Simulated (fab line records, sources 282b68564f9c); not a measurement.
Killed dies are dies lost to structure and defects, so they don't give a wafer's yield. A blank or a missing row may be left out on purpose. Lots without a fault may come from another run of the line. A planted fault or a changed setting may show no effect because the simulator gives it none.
fab line records | flow rit_cmos
record lots=5 wafers=15 last_day=6
route steps=202 shown ACTIVE@15 FOX1@20 FOX2@23 NWELL@28
lots that met no fault: from a run of the same line without faults
start_h: hours from the record's first day to the start of the lot's first wafer shown | wait_h: hours since the lot's step before | " the same as in the row above | L1.1+2: a row that stands for several wafers | - no value, or no start given | * or withheld: withheld | < > ~ a bound
route shown NAME@n: a module of which the file shows steps, and the number in the route of the first | usual: mean/standard deviation of fault-free wafers | same: alike in all rows | chamber/n: place in a boat | sites: the reading at each site | _std_site: their standard deviation | _edge_site: outer sites' mean less inner sites' | radius_mm: how far each site lies from the wafer's centre | mask NAME#n: copy n | behind: the tool/chamber that last shaped the wafer | hold: why the lot was held/for how many hours/how that ended | device: the transistor (n, p or np) that didn't switch | end of line: the same wafers' tests at the end of the route | a step without rows: its recipe alone | killed: dies lost to structure and defects at the first sort, not the wafer's yield | map: a wafer's dies, x killed, . not, _ none there
set.NAME: the setting as run; set.NAME@STEP: as run at that earlier step | model.NAME: the simulator's own value behind a step, which no gauge read
lots at some steps of the route; a table a step, a row a wafer
services: from which hour (start_h, from the record's first day; less than 0 if before it) a tool's chamber was out of use, for how many hours, and why
## steps
# step RIT_ACTIVE_STRIP_14
# recipe chemistry=O2 time_s=180 resist=NOVOLAK platen_temp_c=withheld power_w=500 pressure_mtorr=4000 o2_flow_sccm=4000
# usual drypump_motor_current_A=5.8/0.48 rf_refl_power_W=7.0/1.6
# columns lot.wafer tool chamber start_h wait_h drypump_motor_current_A rf_hours_counter_h rf_refl_power_W
L074.2 plasma_asher-03 1 15.55 0.1 6.1 38 7.3
L074.3 " 0 " " 5.1 - 7.0
L074.6 " 1 " " 6.1 - 7.2
L079.2 plasma_asher-03 0 40.55 0.1 5.1 41 6.8
L079.4 " 1 " " 6.1 - 7.7
L079.6 " 0 " " 5.1 - 6.9
L083.2 plasma_asher-04 1 59.95 0.1 6.3 43 4.8
L083.4 " 0 " " 5.9 - 9.1
L083.6 " 0 " " 5.8 - 9.5
L090.2 plasma_asher-04 0 95.85 0.1 5.8 45 9.8
L090.4 " 0 " " 5.8 - 10.0
L090.6 " 0 " " 5.9 - 10.0
L092.1 plasma_asher-04 1 108.50 0.1 6.3 47 4.9
L092.5 " 0 " " 5.9 - 10.0
L092.6 " 1 " " 6.3 - 4.7
# step RIT_ACTIVE_CD_MEAS_90
# recipe target_cd_nm=1400
# usual cd_nm=1400.1/1.9
# columns lot.wafer tool chamber start_h wait_h cd_nm
L074.2 cd_sem-02 - 15.75 0.1 1403.5
L074.3 " - " " 1401.3
L074.6 " - " " 1403.1
L079.2 cd_sem-02 - 40.75 0.1 1399.6
L079.4 " - " " 1400.4
L079.6 " - " " 1399.9
L083.2 cd_sem-01 - 60.15 0.1 1403.3
L083.4 " - " " 1401.8
L083.6 " - " " 1404.2
L090.2 cd_sem-02 - 96.05 0.1 1402.5
L090.4 " - " " 1405.2
L090.6 " - " " 1401.3
L092.1 cd_sem-02 - 108.67 0.1 1402.3
L092.5 " - " " 1404.7
L092.6 " - " " 1403.6
# step RIT_ACTIVE_CLEAN_15
# recipe chemistry=SC1 mix=3:3:50 time_s=600 temp_c=75
# columns lot.wafer tool chamber start_h wait_h
L074.2+3+6 wet_bench-02 2 15.85 0.1
L079.2+4+6 wet_bench-03 1 40.85 0.1
L083.2+4+6 wet_bench-02 0 60.25 0.1
L090.2+4+6 wet_bench-01 3 96.15 0.1
L092.1+5+6 wet_bench-01 0 108.79 0.1
# step RIT_ACTIVE_CLEAN_16
# recipe chemistry=dHF dilution=50:1 time_s=30
# columns lot.wafer tool chamber start_h wait_h
L074.2+3+6 wet_bench-03 2 16.04 0.0
L079.2+4+6 wet_bench-02 1 41.04 0.0
L083.2+4+6 wet_bench-01 1 60.42 0.0
L090.2+4+6 wet_bench-03 0 96.32 0.0
L092.1+5+6 wet_bench-03 1 108.97 0.0
# step RIT_ACTIVE_CLEAN_17
# recipe chemistry=SC2 mix=3:3:50 time_s=600 temp_c=75 dry=n2_spin
# columns lot.wafer tool chamber start_h wait_h
L074.2+3+6 wet_bench-01 0 16.05 0.0
L079.2+4+6 wet_bench-01 0 41.05 0.0
L083.2+4+6 wet_bench-03 2 60.44 0.0
L090.2+4+6 wet_bench-02 2 96.34 0.0
L092.1+5+6 wet_bench-02 3 108.99 0.0
# step RIT_FOX1_OXIDATION_00
# recipe temp_c=1100 ambient=H2O target_thk_a=3507 p_h2o_torr=720 ox_time_s=1130
# columns lot.wafer tool chamber start_h wait_h
L074.2+3+6 furnace-01 0 16.26 0.0
L079.2+4+6 furnace-04 0 41.23 0.0
L083.2+4+6 furnace-04 0 61.45 0.8
L090.2+4+6 furnace-01 0 96.51 0.0
L092.1+5+6 furnace-04 0 109.16 0.0
# step RIT_FOX1_THK_MEAS_01
# recipe reads=SiO2_of_FOX1_OXIDATION_00
# usual FOX1_OXIDE_THK=346/6
# columns lot.wafer tool chamber start_h wait_h FOX1_OXIDE_THK[nm]
L074.2 film_metro-02 - 17.58 0.0 346
L074.3 " - " " 348
L074.6 " - " " 349
L079.2 film_metro-02 - 42.55 0.0 351
L079.4 " - " " 348
L079.6 " - " " 348
L083.2 film_metro-02 - 62.77 0.0 340
L083.4 " - " " 341
L083.6 " - " " 337
L090.2 film_metro-01 - 97.84 0.0 350
L090.4 " - " " 342
L090.6 " - " " 350
L092.1 film_metro-02 - 110.47 0.0 348
L092.5 " - " " 342
L092.6 " - " " 348
# step RIT_FOX1_WET_ETCH_02
# recipe chemistry=BOE target_depth_nm=350 time_s=390 temp_c=21.5 dry=n2_spin dilution=10:1 target=SiO2
# columns lot.wafer tool chamber start_h wait_h
L074.2+3+6 wet_bench-04 3 17.63 0.0
L079.2+4+6 wet_bench-04 1 42.60 0.0
L083.2+4+6 wet_bench-02 3 62.82 0.0
L090.2+4+6 wet_bench-04 2 97.89 0.0
L092.1+5+6 wet_bench-04 3 110.53 0.1
# step RIT_FOX2_OXIDATION_00
# recipe temp_c=1100 ambient=H2O target_thk_a=3507 p_h2o_torr=720 ox_time_s=1130
# columns lot.wafer tool chamber start_h wait_h
L074.2+3+6 furnace-04 0 17.75 0.0
L079.2+4+6 furnace-02 0 42.75 0.0
L083.2+4+6 furnace-04 0 62.94 0.0
L090.2+4+6 furnace-04 0 98.36 0.4
L092.1+5+6 furnace-04 0 110.65 0.0
# step RIT_FOX2_THK_MEAS_01
# recipe reads=SiO2_of_FOX2_OXIDATION_00
# usual FOX2_OXIDE_THK=345/6.9
# columns lot.wafer tool chamber start_h wait_h FOX2_OXIDE_THK[nm]
L074.2 film_metro-02 - 19.07 0.0 350
L074.3 " - " " 344
L074.6 " - " " 348
L079.2 film_metro-04 - 44.07 0.0 343
L079.4 " - " " 344
L079.6 " - " " 341
L083.2 film_metro-04 - 64.26 0.0 344
L083.4 " - " " 338
L083.6 " - " " 341
L090.2 film_metro-02 - 99.68 0.0 334
L090.4 " - " " 341
L090.6 " - " " 342
L092.1 film_metro-02 - 111.96 0.0 335
L092.5 " - " " 336
L092.6 " - " " 330
# step RIT_FOX2_CLEAN_02
# recipe chemistry=dHF dilution=50:1 time_s=180
# columns lot.wafer tool chamber start_h wait_h
L074.2+3+6 wet_bench-04 2 19.12 0.0
L079.2+4+6 wet_bench-04 3 44.12 0.0
L083.2+4+6 wet_bench-04 1 64.31 0.0
L090.2+4+6 wet_bench-04 0 99.73 0.0
L092.1+5+6 wet_bench-01 2 112.02 0.1
# step RIT_FOX2_WET_ETCH_03
# recipe chemistry=H3PO4 target=Si3N4 target_depth_nm=195 temp_c=165 time_s=2700
# columns lot.wafer tool chamber start_h wait_h
L074.2+3+6 wet_bench-03 2 19.18 0.0
L079.2+4+6 wet_bench-01 3 44.18 0.0
L083.2+4+6 wet_bench-01 1 64.37 0.0
L090.2+4+6 wet_bench-03 0 99.79 0.0
L092.1+5+6 wet_bench-01 0 112.08 0.0
# step RIT_FOX2_THK_MEAS_90
# recipe reads=SiO2_of_FOX2_OXIDATION_00
# usual FIELD_OXIDE_LEFT_1_THK=318/6.9
# columns lot.wafer tool chamber start_h wait_h FIELD_OXIDE_LEFT_1_THK[nm]
L074.2 film_metro-04 - 20.02 0.0 323
L074.3 " - " " 316
L074.6 " - " " 321
L079.2 film_metro-04 - 44.95 0.0 315
L079.4 " - " " 316
L079.6 " - " " 314
L083.2 film_metro-03 - 65.21 0.0 317
L083.4 " - " " 311
L083.6 " - " " 314
L090.2 film_metro-03 - 100.56 0.0 306
L090.4 " - " " 313
L090.6 " - " " 314
L092.1 film_metro-03 - 112.84 0.0 308
L092.5 " - " " 308
L092.6 " - " " 303
# step RIT_NWELL_HMDS_00
# recipe prime_time_s=60 prime_temp_c=140
# usual exhaust_pa=44.8/0.8 prime_temp_c=139.98/0.13
# columns lot.wafer tool chamber start_h wait_h exhaust_pa prime_temp_c
L074.2 litho_track-03 0 20.09 0.1 43.5 140.19
L074.3 " 0 " " 44.0 140.12
L074.6 " 0 " " 43.1 140.04
L079.2 litho_track-02 0 45.02 0.1 43.8 139.97
L079.4 " 0 " " 44.5 139.90
L079.6 " 0 " " 43.8 139.90
L083.2 litho_track-01 0 65.29 0.1 44.1 140.01
L083.4 " 0 " " 45.1 140.04
L083.6 " 0 " " 45.0 140.13
L090.2 litho_track-02 0 100.64 0.1 44.6 140.12
L090.4 " 0 " " 44.8 139.98
L090.6 " 0 " " 44.8 140.13
L092.1 litho_track-03 0 112.90 0.1 43.8 140.03
L092.5 " 0 " " 45.3 140.00
L092.6 " 0 " " 45.3 139.97
# step RIT_NWELL_COAT_01
# recipe resist=NOVOLAK spin_rpm=2000 resist_thk_nm=1300
# usual exhaust_pa=45.3/0.92
# columns lot.wafer tool chamber start_h wait_h exhaust_pa
L074.2 litho_track-03 0 20.24 0.1 46.4
L074.3 " 0 " " 46.3
L074.6 " 0 " " 46.4
L079.2 litho_track-02 0 45.17 0.1 43.5
L079.4 " 0 " " 44.7
L079.6 " 0 " " 44.4
L083.2 litho_track-01 0 65.44 0.1 46.9
L083.4 " 0 " " 46.3
L083.6 " 0 " " 47.3
L090.2 litho_track-02 0 100.79 0.1 45.0
L090.4 " 0 " " 44.6
L090.6 " 0 " " 44.6
L092.1 litho_track-03 0 113.05 0.1 44.7
L092.5 " 0 " " 45.9
L092.6 " 0 " " 45.7
# step RIT_NWELL_SOFTBAKE_02
# recipe resist=NOVOLAK temp_c=90 time_s=60
# usual exhaust_pa=45.0/0.91 heater_power_total_W=34.57/0.047
# columns lot.wafer tool chamber start_h wait_h exhaust_pa heater_power_total_W
L074.2 litho_track-03 0 20.39 0.1 44.8 34.57
L074.3 " 0 " " 45.2 34.59
L074.6 " 0 " " 44.2 34.61
L079.2 litho_track-02 0 45.32 0.1 45.9 34.60
L079.4 " 0 " " 44.7 34.59
L079.6 " 0 " " 43.7 34.61
L083.2 litho_track-01 0 65.59 0.1 45.0 34.50
L083.4 " 0 " " 44.6 34.66
L083.6 " 0 " " 44.3 34.50
L090.2 litho_track-02 0 100.94 0.1 44.3 34.53
L090.4 " 0 " " 43.9 34.60
L090.6 " 0 " " 43.9 34.50
L092.1 litho_track-03 0 113.20 0.1 44.9 34.54
L092.5 " 0 " " 44.4 34.50
L092.6 " 0 " " 44.0 34.63
# step RIT_NWELL_EXPOSE_03
# recipe mask_id=M2 na=0.57 target_cd_nm=43900 dose_mj=250
# usual focus_offset_nm=0.0/0.57
# columns lot.wafer tool chamber start_h wait_h mask focus_offset_nm
L074.2 iline_stepper-02 0 20.54 0.1 M2#0 -0.4
L074.3 " 0 " " M2#0 -0.8
L074.6 " 0 " " M2#0 0.6
L079.2 iline_stepper-01 0 45.47 0.1 M2#0 -0.2
L079.4 " 0 " " M2#0 0.5
L079.6 " 0 " " M2#0 -0.5
L083.2 iline_stepper-02 0 65.73 0.1 M2#0 0.6
L083.4 " 0 " " M2#0 1.1
L083.6 " 0 " " M2#0 0.2
L090.2 iline_stepper-02 0 101.21 0.2 M2#0 0.8
L090.4 " 0 " " M2#0 0.6
L090.6 " 0 " " M2#0 0.3
L092.1 iline_stepper-01 0 113.48 0.2 M2#0 1.0
L092.5 " 0 " " M2#0 0.8
L092.6 " 0 " " M2#0 0.8
# step RIT_NWELL_PEB_04
# recipe resist=NOVOLAK temp_c=withheld time_s=withheld
# usual exhaust_pa=45.1/1
# columns lot.wafer tool chamber start_h wait_h exhaust_pa
L074.2 litho_track-03 0 20.66 0.1 45.9
L074.3 " 0 " " 46.6
L074.6 " 0 " " 45.0
L079.2 litho_track-03 0 45.59 0.1 44.1
L079.4 " 0 " " 44.3
L079.6 " 0 " " 45.5
L083.2 litho_track-03 0 65.85 0.1 44.3
L083.4 " 0 " " 44.4
L083.6 " 0 " " 44.0
L090.2 litho_track-02 0 101.33 0.1 44.4
L090.4 " 0 " " 44.3
L090.6 " 0 " " 44.9
L092.1 litho_track-02 0 113.63 0.1 44.1
L092.5 " 0 " " 44.1
L092.6 " 0 " " 43.0
# step RIT_NWELL_DEVELOP_05
# recipe resist=NOVOLAK develop_time_s=68 dev_temp_c=23
# usual exhaust_pa=44.9/0.84
# columns lot.wafer tool chamber start_h wait_h exhaust_pa
L074.2 litho_track-03 0 - - 45.2
L074.3 " 0 " " 46.9
L074.6 " 0 " " 45.0
L079.2 litho_track-03 0 - - 44.4
L079.4 " 0 " " 43.5
L079.6 " 0 " " 44.9
L083.2 litho_track-03 0 - - 45.3
L083.4 " 0 " " 44.2
L083.6 " 0 " " 44.0
L090.2 litho_track-02 0 - - 45.4
L090.4 " 0 " " 44.5
L090.6 " 0 " " 44.6
L092.1 litho_track-02 0 - - 45.4
L092.5 " 0 " " 44.8
L092.6 " 0 " " 45.2
# step RIT_NWELL_OVL_MEAS_06
# usual NWELL_OVL=0.4/1.4
# columns lot.wafer tool chamber start_h wait_h NWELL_OVL[nm]
L074.2 overlay-01 - 20.95 - 1.8
L074.3 " - " " 1.7
L074.6 " - " " 0.5
L079.2 overlay-01 - 45.89 - 0.1
L079.4 " - " " 0.0
L079.6 " - " " -0.8
L083.2 overlay-02 - 66.15 - 0.1
L083.4 " - " " 0.6
L083.6 " - " " -0.5
L090.2 overlay-01 - 101.62 - 1.7
L090.4 " - " " 2.6
L090.6 " - " " 3.3
L092.1 overlay-02 - 113.94 - -0.9
L092.5 " - " " 0.6
L092.6 " - " " 1.6
# step RIT_NWELL_HARDBAKE_07
# recipe resist=NOVOLAK temp_c=140 time_s=120
# usual exhaust_pa=44.8/0.87 heater_power_total_W=52.03/0.062
# columns lot.wafer tool chamber start_h wait_h exhaust_pa heater_power_total_W
L074.2 litho_track-01 0 21.03 0.1 44.8 51.99
L074.3 " 0 " " 44.2 51.96
L074.6 " 0 " " 43.8 52.01
L079.2 litho_track-02 0 45.96 0.1 45.3 52.12
L079.4 " 0 " " 45.2 52.12
L079.6 " 0 " " 44.4 51.96
L083.2 litho_track-02 0 66.22 0.1 44.6 52.02
L083.4 " 0 " " 44.6 52.09
L083.6 " 0 " " 44.8 51.91
L090.2 litho_track-02 0 101.69 0.1 46.0 52.06
L090.4 " 0 " " 44.4 51.92
L090.6 " 0 " " 45.3 52.00
L092.1 litho_track-02 0 113.98 0.0 45.9 52.03
L092.5 " 0 " " 44.9 52.08
L092.6 " 0 " " 45.8 52.09
# step RIT_NWELL_IMPLANT_08
# recipe species=P energy_kev=170 dose_cm2=5e+13 tilt_deg=7
# columns lot.wafer tool chamber start_h wait_h
L074.2+3+6 implanter-04 0 21.26 0.2
L079.2+4+6 implanter-04 0 46.19 0.2
L083.2+4+6 implanter-04 0 66.45 0.2
L090.2+4+6 implanter-01 0 101.93 0.2
L092.1+5+6 implanter-04 0 114.23 0.2
# step RIT_NWELL_STRIP_09
# recipe chemistry=O2 time_s=180 resist=NOVOLAK platen_temp_c=withheld power_w=500 pressure_mtorr=4000 o2_flow_sccm=4000
# usual drypump_motor_current_A=5.6/0.44 rf_refl_power_W=7.2/0.85
# columns lot.wafer tool chamber start_h wait_h drypump_motor_current_A rf_hours_counter_h rf_refl_power_W
L074.2 plasma_asher-03 0 21.38 0.1 5.1 39 7.0
L074.3 " 0 " " 5.1 - 6.5
L074.6 " 1 " " 6.1 - 7.5
L079.2 plasma_asher-01 0 46.32 0.1 5.6 40 7.7
L079.4 " 0 " " 5.5 - 7.9
L079.6 " 1 " " 5.9 - 8.2
L083.2 plasma_asher-01 1 66.58 0.1 5.9 42 8.1
L083.4 " 1 " " 5.8 - 8.2
L083.6 " 0 " " 5.5 - 7.9
L090.2 plasma_asher-03 1 102.05 0.1 6.1 47 7.4
L090.4 " 1 " " 6.1 - 7.8
L090.6 " 1 " " 6.1 - 7.6
L092.1 plasma_asher-03 1 114.38 0.1 6.1 48 7.5
L092.5 " 1 " " 6.1 - 7.4
L092.6 " 0 " " 5.2 - 6.9
## services
# columns tool chamber start_h hours kind
furnace-02 - -6.87 2.7 pm
furnace-01 - 1.21 3.7 pm
wet_bench-04 - 9.27 3.3 repair
iline_stepper-02 - 36.43 1.7 pm
furnace-02 - 66.27 3.9 pm
plasma_asher-04 - 71.89 1.8 repair
furnace-04 - 82.20 2.9 pm
furnace-04 - 85.07 8.7 pm
plasma_asher-03 - 86.78 4.0 pm
implanter-04 - 90.73 4.1 pm
implanter-04 - 96.55 3.2 repair
iline_stepper-01 - 96.99 1.7 pm
plasma_asher-04 - 108.75 9.0 pm
plasma_asher-04 0 108.75 9.0 vent_cycle
plasma_asher-04 1 108.75 9.0 vent_cycle
## key
fault none
